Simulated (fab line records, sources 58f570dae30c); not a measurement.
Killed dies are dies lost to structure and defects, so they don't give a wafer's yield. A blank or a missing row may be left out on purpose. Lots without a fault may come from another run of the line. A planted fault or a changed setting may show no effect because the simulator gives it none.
fab line records | flow berkeley_cmos170 | part 1 of 2: steps 1 to 31 of 45
record lots=5 wafers=15 last_day=11
route steps=331 shown PWELL@54 WELLDRIVE@55 ACTIVE@60 PFIELD@79 FIELD@89 SACOX@97
lots that met no fault: from a run of the same line without faults
start_h: hours from the record's first day to the start of the lot's first wafer shown | wait_h: hours since the lot's step before | " the same as in the row above | L1.1+2: a row that stands for several wafers | - no value, or no start given | * or withheld: withheld | < > ~ a bound
route shown NAME@n: a module of which the file shows steps, and the number in the route of the first | usual: mean/standard deviation of fault-free wafers | same: alike in all rows | chamber/n: place in a boat | sites: the reading at each site | _std_site: their standard deviation | _edge_site: outer sites' mean less inner sites' | radius_mm: how far each site lies from the wafer's centre | mask NAME#n: copy n | behind: the tool/chamber that last shaped the wafer | hold: why the lot was held/for how many hours/how that ended | device: the transistor (n, p or np) that didn't switch | end of line: the same wafers' tests at the end of the route | a step without rows: its recipe alone | killed: dies lost to structure and defects at the first sort, not the wafer's yield | map: a wafer's dies, x killed, . not, _ none there
set.NAME: the setting as run; set.NAME@STEP: as run at that earlier step | model.NAME: the simulator's own value behind a step, which no gauge read
lots at some steps of the route; a table a step, a row a wafer
services: from which hour (start_h, from the record's first day; less than 0 if before it) a tool's chamber was out of use, for how many hours, and why
## steps
# step UCB170_PWELL_WET_ETCH_20
# recipe chemistry=BOE dilution=5:1 target=SiO2 temp_c=25 time_s=22
# columns lot.wafer tool chamber start_h wait_h
L074.1+5+6 wet_bench-02 0 63.08 1.5
L075.2+4+5 wet_bench-02 0 63.08 0.2
L080.1+5+6 wet_bench-02 3 82.38 0.0
L090.2+3+4 wet_bench-02 1 135.47 0.1
L095.1+3+5 wet_bench-02 1 157.06 0.0
# step UCB170_WELLDRIVE_CLEAN_00
# recipe chemistry=SPM temp_c=120 time_s=600
# usual bath_guard_temp_C=119.9/0.32
# columns lot.wafer tool chamber start_h wait_h bath_guard_temp_C
L074.1 wet_bench-02 0 63.30 0.2 119.9
L074.5 " 0 " " 119.4
L074.6 " 0 " " 120.2
L075.2 wet_bench-02 1 63.30 0.2 119.9
L075.4 " 1 " " 119.7
L075.5 " 1 " " 119.8
L080.1 wet_bench-01 3 82.40 0.0 120.5
L080.5 " 3 " " 120.6
L080.6 " 3 " " 120.5
L090.2 wet_bench-02 2 135.66 0.2 119.6
L090.3 " 2 " " 119.7
L090.4 " 2 " " 119.8
L095.1 wet_bench-01 2 157.08 0.0 120.4
L095.3 " 2 " " 120.5
L095.5 " 2 " " 120.3
# step UCB170_WELLDRIVE_OXIDATION_01
# recipe temp_c=1100 ambient=O2 target_thk_a=1990 ox_time_s=9000
# columns lot.wafer tool chamber start_h wait_h
L074.1+5+6 furnace-03 0 64.86 1.4
L075.2+4+5 furnace-03 0 64.86 1.4
L080.1+5+6 furnace-03 0 87.78 5.2
L090.2+3+4 furnace-04 0 138.00 2.2
L095.1+3+5 furnace-03 0 158.79 1.5
# step UCB170_WELLDRIVE_THK_MEAS_02
# recipe reads=SiO2_of_WELLDRIVE_OXIDATION_01
# usual WELLDRIVE_OXIDE_THK=197/3.6
# columns lot.wafer tool chamber start_h wait_h WELLDRIVE_OXIDE_THK[nm]
L074.1 film_metro-04 - 68.36 0.0 198
L074.5 " - " " 200
L074.6 " - " " 196
L075.2 film_metro-01 - 68.37 0.0 200
L075.4 " - " " 194
L075.5 " - " " 200
L080.1 film_metro-01 - 91.28 0.0 197
L080.5 " - " " 198
L080.6 " - " " 196
L090.2 film_metro-03 - 141.51 0.0 196
L090.3 " - " " 196
L090.4 " - " " 194
L095.1 film_metro-03 - 162.29 0.0 199
L095.3 " - " " 200
L095.5 " - " " 197
# step UCB170_WELLDRIVE_ANNEAL_03
# recipe temp_c=1100 time_s=900 ambient=N2
# columns lot.wafer tool chamber start_h wait_h
L074.1+5+6 furnace-03 0 71.36 3.0
L075.2+4+5 furnace-03 0 71.36 3.0
L080.1+5+6 furnace-02 0 97.17 5.9
L090.2+3+4 furnace-02 0 143.16 1.6
L095.1+3+5 furnace-03 0 163.54 1.2
# step UCB170_WELLDRIVE_WET_ETCH_04
# recipe chemistry=BOE dilution=5:1 target=SiO2 temp_c=25 time_s=120
# columns lot.wafer tool chamber start_h wait_h
L074.1+5+6 wet_bench-01 2 72.61 0.0
L075.2+4+5 wet_bench-01 1 72.61 0.0
L080.1+5+6 wet_bench-01 2 98.42 0.0
L090.2+3+4 wet_bench-02 1 144.73 0.3
L095.1+3+5 wet_bench-01 0 164.79 0.0
# step UCB170_ACTIVE_CLEAN_00
# recipe chemistry=SPM temp_c=120 time_s=600
# usual bath_guard_temp_C=119.84/0.27
# columns lot.wafer tool chamber start_h wait_h bath_guard_temp_C
L074.1 wet_bench-01 2 72.66 0.0 120.49
L074.5 " 2 " " 120.25
L074.6 " 2 " " 120.82
L075.2 wet_bench-01 1 72.66 0.0 119.84
L075.4 " 1 " " 119.96
L075.5 " 1 " " 119.99
L080.1 wet_bench-04 1 98.46 0.0 119.28
L080.5 " 1 " " 119.98
L080.6 " 1 " " 120.08
L090.2 wet_bench-04 2 148.22 3.4 119.50
L090.3 " 2 " " 119.62
L090.4 " 2 " " 119.58
L095.1 wet_bench-01 0 164.84 0.0 119.90
L095.3 " 0 " " 120.08
L095.5 " 0 " " 120.15
# step UCB170_ACTIVE_CLEAN_01
# recipe chemistry=dHF dilution=25:1 time_s=60
# columns lot.wafer tool chamber start_h wait_h
L074.1+5+6 wet_bench-01 0 72.83 0.0
L075.2+4+5 wet_bench-01 3 72.83 0.0
L080.1+5+6 wet_bench-02 2 98.65 0.0
L090.2+3+4 wet_bench-04 3 149.02 0.6
L095.1+3+5 wet_bench-04 3 165.03 0.0
# step UCB170_ACTIVE_OXIDATION_02
# recipe temp_c=1000 ambient=O2 target_thk_a=264 ox_time_s=1260
# columns lot.wafer tool chamber start_h wait_h
L074.1+5+6 furnace-03 0 76.70 3.8
L075.2+4+5 furnace-03 0 76.70 3.8
L080.1+5+6 furnace-03 0 99.28 0.6
L090.2+3+4 furnace-04 0 149.92 0.9
L095.1+3+5 furnace-04 0 166.10 1.0
# step UCB170_ACTIVE_THK_MEAS_03
# recipe reads=SiO2_of_ACTIVE_OXIDATION_02
# usual ACTIVE_OXIDE_THK=26.3/0.43
# columns lot.wafer tool chamber start_h wait_h ACTIVE_OXIDE_THK[nm]
L074.1 film_metro-01 - 78.05 0.0 26.2
L074.5 " - " " 26.2
L074.6 " - " " 26.1
L075.2 film_metro-04 - 78.06 0.0 26.1
L075.4 " - " " 26.3
L075.5 " - " " 25.8
L080.1 film_metro-02 - 100.63 0.0 26.2
L080.5 " - " " 26.2
L080.6 " - " " 26.5
L090.2 film_metro-02 - 151.28 0.0 26.2
L090.3 " - " " 26.2
L090.4 " - " " 26.1
L095.1 film_metro-01 - 167.51 0.1 26.2
L095.3 " - " " 26.4
L095.5 " - " " 26.0
# step UCB170_ACTIVE_ANNEAL_04
# recipe temp_c=1000 time_s=900 ambient=N2
# columns lot.wafer tool chamber start_h wait_h
L074.1+5+6 furnace-04 0 79.96 1.9
L075.2+4+5 furnace-04 0 79.96 1.9
L080.1+5+6 furnace-01 0 104.84 4.2
L090.2+3+4 furnace-04 0 152.77 1.5
L095.1+3+5 furnace-04 0 170.45 2.9
# step UCB170_ACTIVE_CVD_05
# recipe material=Si3N4 target_thk_nm=220 temp_c=800 precursor=SiH2Cl2/NH3 time_s=3300 pressure_mtorr=200 sih2cl2_flow_sccm=25 nh3_flow_sccm=75
# usual nh3_flow_sccm=75.02/0.19
# columns lot.wafer tool chamber start_h wait_h nh3_flow_sccm
L074.1 lpcvd-02 0 81.21 0.0 75.17
L074.5 " 0 " " 75.02
L074.6 " 0 " " 75.14
L075.2 lpcvd-02 1 81.21 0.0 75.19
L075.4 " 1 " " 75.22
L075.5 " 1 " " 74.96
L080.1 lpcvd-01 0 106.09 0.0 74.94
L080.5 " 0 " " 74.76
L080.6 " 0 " " 74.94
L090.2 lpcvd-01 1 154.02 0.0 74.73
L090.3 " 1 " " 74.93
L090.4 " 1 " " 74.73
L095.1 lpcvd-02 0 174.46 2.8 75.32
L095.3 " 0 " " 75.16
L095.5 " 0 " " 75.39
# step UCB170_ACTIVE_THK_MEAS_06
# recipe reads=Si3N4_of_ACTIVE_CVD_05
# usual ACTIVE_NITRIDE_THK=220.1/2
# columns lot.wafer tool chamber start_h wait_h ACTIVE_NITRIDE_THK[nm]
L074.1 film_metro-04 - 83.13 0.0 221.0
L074.5 " - " " 221.2
L074.6 " - " " 220.9
L075.2 film_metro-02 - 83.14 0.0 216.7
L075.4 " - " " 217.6
L075.5 " - " " 217.0
L080.1 film_metro-04 - 108.04 0.0 220.8
L080.5 " - " " 222.5
L080.6 " - " " 222.6
L090.2 film_metro-01 - 155.95 0.0 223.5
L090.3 " - " " 223.7
L090.4 " - " " 225.0
L095.1 film_metro-01 - 176.37 0.0 219.1
L095.3 " - " " 219.6
L095.5 " - " " 220.0
# step UCB170_ACTIVE_HMDS_07
# recipe prime_time_s=60 prime_temp_c=100
# same prime_time_s=60
# columns lot.wafer tool chamber start_h wait_h
L074.1+5+6 litho_track-04 0 83.19 0.1
L075.2+4+5 litho_track-03 0 83.21 0.1
L080.1+5+6 litho_track-03 0 108.37 0.3
L090.2+3+4 litho_track-03 0 156.59 0.6
L095.1+3+5 litho_track-03 0 176.55 0.2
# step UCB170_ACTIVE_COAT_08
# recipe resist=KrF spin_rpm=1500 resist_thk_nm=900
# usual spin_speed_rpm=1499.8/0.92
# columns lot.wafer tool chamber start_h wait_h spin_speed_rpm
L074.1 litho_track-04 0 83.34 0.1 1500.5
L074.5 " 0 " " 1499.3
L074.6 " 0 " " 1499.4
L075.2 litho_track-03 0 83.36 0.1 1497.4
L075.4 " 0 " " 1499.5
L075.5 " 0 " " 1500.9
L080.1 litho_track-03 0 108.52 0.1 1498.0
L080.5 " 0 " " 1498.3
L080.6 " 0 " " 1499.6
L090.2 litho_track-03 0 156.74 0.1 1500.2
L090.3 " 0 " " 1498.3
L090.4 " 0 " " 1499.9
L095.1 litho_track-03 0 176.70 0.1 1500.2
L095.3 " 0 " " 1499.5
L095.5 " 0 " " 1500.4
# step UCB170_ACTIVE_SOFTBAKE_09
# recipe resist=KrF temp_c=130 time_s=60
# columns lot.wafer tool chamber start_h wait_h
L074.1+5+6 litho_track-04 0 83.49 0.1
L075.2+4+5 litho_track-03 0 83.51 0.1
L080.1+5+6 litho_track-03 0 108.67 0.1
L090.2+3+4 litho_track-03 0 156.89 0.1
L095.1+3+5 litho_track-03 0 176.85 0.1
# step UCB170_ACTIVE_EXPOSE_10
# recipe mask_id=ACTIVE target_cd_nm=1200 na=0.5 sigma_outer=0.6 source_shape=conventional dose_mj=20
# usual reticle_temp_C=23.02/0.1
# columns lot.wafer tool chamber start_h wait_h mask reticle_temp_C
L074.1 krf_scanner-01 0 83.64 0.1 ACTIVE#0 22.91
L074.5 " 0 " " ACTIVE#0 22.85
L074.6 " 0 " " ACTIVE#0 22.91
L075.2 krf_scanner-02 0 83.90 0.4 ACTIVE#0 23.14
L075.4 " 0 " " ACTIVE#0 23.03
L075.5 " 0 " " ACTIVE#0 22.98
L080.1 krf_scanner-01 0 108.95 0.2 ACTIVE#0 22.99
L080.5 " 0 " " ACTIVE#0 23.11
L080.6 " 0 " " ACTIVE#0 23.05
L090.2 krf_scanner-01 0 157.08 0.2 ACTIVE#0 22.96
L090.3 " 0 " " ACTIVE#0 23.00
L090.4 " 0 " " ACTIVE#0 22.85
L095.1 krf_scanner-01 0 177.13 0.2 ACTIVE#0 23.02
L095.3 " 0 " " ACTIVE#0 23.03
L095.5 " 0 " " ACTIVE#0 23.00
# step UCB170_ACTIVE_PEB_11
# recipe peb_temp_c=130 peb_time_s=withheld resist=KrF
# columns lot.wafer tool chamber start_h wait_h
L074.1+5+6 litho_track-04 0 83.75 0.1
L075.2+4+5 litho_track-04 0 84.05 0.1
L080.1+5+6 litho_track-01 0 109.65 0.7
L090.2+3+4 litho_track-03 0 157.76 0.7
L095.1+3+5 litho_track-04 0 177.73 0.6
# step UCB170_ACTIVE_DEVELOP_12
# recipe developer=TMAH develop_time_s=45 resist=KrF dev_temp_c=21
# columns lot.wafer tool chamber start_h wait_h
L074.1+5+6 litho_track-04 0 - -
L075.2+4+5 litho_track-04 0 - -
L080.1+5+6 litho_track-01 0 - -
L090.2+3+4 litho_track-03 0 - -
L095.1+3+5 litho_track-04 0 - -
# step UCB170_ACTIVE_CD_MEAS_13
# recipe target_cd_nm=1200
# usual cd_nm=1199.7/1.7
# columns lot.wafer tool chamber start_h wait_h cd_nm
L074.1 cd_sem-02 - 84.03 - 1197.8
L074.5 " - " " 1197.8
L074.6 " - " " 1197.9
L075.2 cd_sem-02 - 84.35 - 1199.1
L075.4 " - " " 1197.5
L075.5 " - " " 1199.1
L080.1 cd_sem-01 - 109.92 - 1198.0
L080.5 " - " " 1196.3
L080.6 " - " " 1198.2
L090.2 cd_sem-02 - 158.10 - 1200.1
L090.3 " - " " 1200.7
L090.4 " - " " 1200.1
L095.1 cd_sem-02 - 178.00 - 1198.7
L095.3 " - " " 1200.4
L095.5 " - " " 1197.3
# step UCB170_ACTIVE_OVL_MEAS_14
# usual ACTIVE_OVL=3/6
# columns lot.wafer tool chamber start_h wait_h ACTIVE_OVL[nm]
L074.1 overlay-01 - 84.15 0.1 8
L074.5 " - " " 0
L074.6 " - " " 15
L075.2 overlay-02 - 84.45 0.1 2
L075.4 " - " " -1
L075.5 " - " " -4
L080.1 overlay-02 - 110.04 0.1 4
L080.5 " - " " 3
L080.6 " - " " -3
L090.2 overlay-02 - 158.21 0.1 1
L090.3 " - " " 12
L090.4 " - " " 5
L095.1 overlay-01 - 178.12 0.1 5
L095.3 " - " " 7
L095.5 " - " " 6
# step UCB170_ACTIVE_ETCH_15
# recipe chemistry=CH3F/Ar/O2 target=Si3N4 stop_on=SiO2 CH3F_flow_sccm=20 Ar_flow_sccm=50 O2_flow_sccm=7 pressure_mtorr=50 rf_w=450 target_depth_a=2420 over_etch_frac=0.1 time_s=151
# usual drypump_motor_current_A=5.9/0.51 oes_product_au=0.941/0.015 throttle_valve_pct=8.00/0.14
# columns lot.wafer tool chamber start_h wait_h drypump_motor_current_A oes_product_au rf_hours_counter_h throttle_valve_pct
L074.1 rie_diel-04 3 84.18 0.0 6.2 0.934 14 8.03
L074.5 " 2 " " 5.4 0.942 - 8.06
L074.6 " 3 " " 6.2 0.930 - 8.05
L075.2 rie_diel-03 2 84.48 0.0 6.4 0.932 107 7.94
L075.4 " 0 " " 6.6 0.944 120 7.80
L075.5 " 0 " " 6.6 0.924 - 7.81
L080.1 rie_diel-04 0 110.08 0.0 5.8 0.930 57 8.07
L080.5 " 3 " " 6.2 0.945 - 8.04
L080.6 " 2 " " 5.4 0.960 - 8.09
L090.2 rie_diel-04 3 158.24 0.0 6.2 0.932 17 8.05
L090.3 " 0 " " 5.8 0.928 59 8.10
L090.4 " 2 " " 5.4 0.960 15 8.08
L095.1 rie_diel-03 1 178.16 0.0 5.0 0.963 14 8.21
L095.3 " 2 " " 6.4 0.925 111 7.96
L095.5 " 2 " " 6.4 0.936 - 7.97
# step UCB170_ACTIVE_STRIP_16
# recipe chemistry=O2 power_w=400 pressure_mtorr=3500 platen_temp_c=withheld o2_flow_sccm=400 overash_fraction=0.5
# usual drypump_motor_current_A=6.0/0.45 oes_product_au=0.721/0.0047 strip_time_to_endpoint_s=18.10/0.076
# columns lot.wafer tool chamber start_h wait_h drypump_motor_current_A oes_product_au rf_hours_counter_h strip_time_to_endpoint_s
L074.1 plasma_asher-01 1 84.28 0.1 6.0 0.732 38 18.11
L074.5 " 0 " " 6.2 0.719 - 18.11
L074.6 " 1 " " 6.0 0.723 - 18.07
L075.2 plasma_asher-04 0 84.59 0.1 6.1 0.724 28 18.02
L075.4 " 0 " " 6.0 0.725 - 18.13
L075.5 " 1 " " 6.6 0.728 - 18.12
L080.1 plasma_asher-01 1 110.18 0.1 5.9 0.725 41 18.25
L080.5 " 0 " " 6.1 0.723 - 18.20
L080.6 " 1 " " 5.9 0.725 - 18.28
L090.2 plasma_asher-01 0 158.34 0.1 6.2 0.723 47 18.12
L090.3 " 1 " " 5.9 0.721 - 18.09
L090.4 " 0 " " 6.2 0.716 - 18.21
L095.1 plasma_asher-04 0 178.26 0.1 6.1 0.720 39 18.17
L095.3 " 1 " " 6.6 0.717 - 18.15
L095.5 " 0 " " 6.1 0.724 - 18.16
# step UCB170_ACTIVE_CD_MEAS_90
# recipe target_cd_nm=1200
# usual cd_nm=1199.7/1.7
# columns lot.wafer tool chamber start_h wait_h cd_nm
L074.1 cd_sem-02 - 84.57 0.3 1198.6
L074.5 " - " " 1197.5
L074.6 " - " " 1197.8
L075.2 cd_sem-02 - 84.71 0.1 1198.8
L075.4 " - " " 1197.2
L075.5 " - " " 1199.1
L080.1 cd_sem-02 - 110.28 0.1 1197.7
L080.5 " - " " 1196.2
L080.6 " - " " 1197.3
L090.2 cd_sem-02 - 158.46 0.1 1200.4
L090.3 " - " " 1200.9
L090.4 " - " " 1200.1
L095.1 cd_sem-01 - 178.36 0.1 1198.4
L095.3 " - " " 1199.6
L095.5 " - " " 1197.2
# step UCB170_ACTIVE_CLEAN_17
# recipe chemistry=SPM temp_c=120 time_s=600
# usual bath_guard_temp_C=120.0/0.44
# columns lot.wafer tool chamber start_h wait_h bath_guard_temp_C
L074.1 wet_bench-04 1 84.69 0.1 119.7
L074.5 " 1 " " 119.9
L074.6 " 1 " " 119.5
L075.2 wet_bench-04 3 84.86 0.1 119.5
L075.4 " 3 " " 119.6
L075.5 " 3 " " 119.6
L080.1 wet_bench-01 1 110.54 0.2 119.9
L080.5 " 1 " " 120.1
L080.6 " 1 " " 119.6
L090.2 wet_bench-04 3 158.57 0.1 119.7
L090.3 " 3 " " 119.4
L090.4 " 3 " " 119.3
L095.1 wet_bench-04 1 178.48 0.1 119.9
L095.3 " 1 " " 120.1
L095.5 " 1 " " 119.4
# step UCB170_PFIELD_HMDS_00
# recipe prime_time_s=60 prime_temp_c=100
# same prime_time_s=60
# columns lot.wafer tool chamber start_h wait_h
L074.1+5+6 litho_track-04 0 84.86 0.0
L075.2+4+5 litho_track-02 0 85.06 0.0
L080.1+5+6 litho_track-04 0 110.83 0.1
L090.2+3+4 litho_track-02 0 159.16 0.4
L095.1+3+5 litho_track-04 0 179.45 0.8
# step UCB170_PFIELD_COAT_01
# recipe resist=KrF spin_rpm=1500 resist_thk_nm=900
# usual spin_speed_rpm=1500.0/0.85
# columns lot.wafer tool chamber start_h wait_h spin_speed_rpm
L074.1 litho_track-04 0 85.01 0.1 1499.1
L074.5 " 0 " " 1500.2
L074.6 " 0 " " 1499.9
L075.2 litho_track-02 0 85.21 0.1 1501.1
L075.4 " 0 " " 1501.1
L075.5 " 0 " " 1500.4
L080.1 litho_track-04 0 110.98 0.1 1501.5
L080.5 " 0 " " 1500.8
L080.6 " 0 " " 1499.3
L090.2 litho_track-02 0 159.31 0.1 1499.7
L090.3 " 0 " " 1500.1
L090.4 " 0 " " 1500.7
L095.1 litho_track-04 0 179.60 0.1 1499.9
L095.3 " 0 " " 1502.3
L095.5 " 0 " " 1500.8
# step UCB170_PFIELD_SOFTBAKE_02
# recipe resist=KrF temp_c=130 time_s=60
# columns lot.wafer tool chamber start_h wait_h
L074.1+5+6 litho_track-04 0 85.16 0.1
L075.2+4+5 litho_track-02 0 85.36 0.1
L080.1+5+6 litho_track-04 0 111.13 0.1
L090.2+3+4 litho_track-02 0 159.46 0.1
L095.1+3+5 litho_track-04 0 179.75 0.1
# step UCB170_PFIELD_EXPOSE_03
# recipe mask_id=PFIELD na=0.5 sigma_outer=0.6 source_shape=conventional target_cd_nm=1500 dose_mj=30
# usual reticle_temp_C=22.99/0.099
# columns lot.wafer tool chamber start_h wait_h mask reticle_temp_C
L074.1 krf_scanner-01 0 85.31 0.1 PFIELD#0 23.01
L074.5 " 0 " " PFIELD#0 23.09
L074.6 " 0 " " PFIELD#0 23.01
L075.2 krf_scanner-02 0 85.63 0.2 PFIELD#0 23.12
L075.4 " 0 " " PFIELD#0 23.16
L075.5 " 0 " " PFIELD#0 23.14
L080.1 krf_scanner-01 0 111.28 0.1 PFIELD#0 23.07
L080.5 " 0 " " PFIELD#0 23.20
L080.6 " 0 " " PFIELD#0 23.06
L090.2 krf_scanner-01 0 159.60 0.1 PFIELD#0 22.99
L090.3 " 0 " " PFIELD#0 22.93
L090.4 " 0 " " PFIELD#0 22.92
L095.1 krf_scanner-02 0 179.90 0.1 PFIELD#0 23.21
L095.3 " 0 " " PFIELD#0 23.18
L095.5 " 0 " " PFIELD#0 22.85
# step UCB170_PFIELD_PEB_04
# recipe peb_temp_c=130 peb_time_s=withheld resist=KrF
# columns lot.wafer tool chamber start_h wait_h
L074.1+5+6 litho_track-04 0 85.43 0.1
L075.2+4+5 litho_track-02 0 85.76 0.1
L080.1+5+6 litho_track-01 0 111.89 0.6
L090.2+3+4 litho_track-04 0 160.33 0.7
L095.1+3+5 litho_track-04 0 180.80 0.9
# step UCB170_PFIELD_DEVELOP_05
# recipe developer=TMAH develop_time_s=45 resist=KrF dev_temp_c=21
# columns lot.wafer tool chamber start_h wait_h
L074.1+5+6 litho_track-04 0 - -
L075.2+4+5 litho_track-02 0 - -
L080.1+5+6 litho_track-01 0 - -
L090.2+3+4 litho_track-04 0 - -
L095.1+3+5 litho_track-04 0 - -
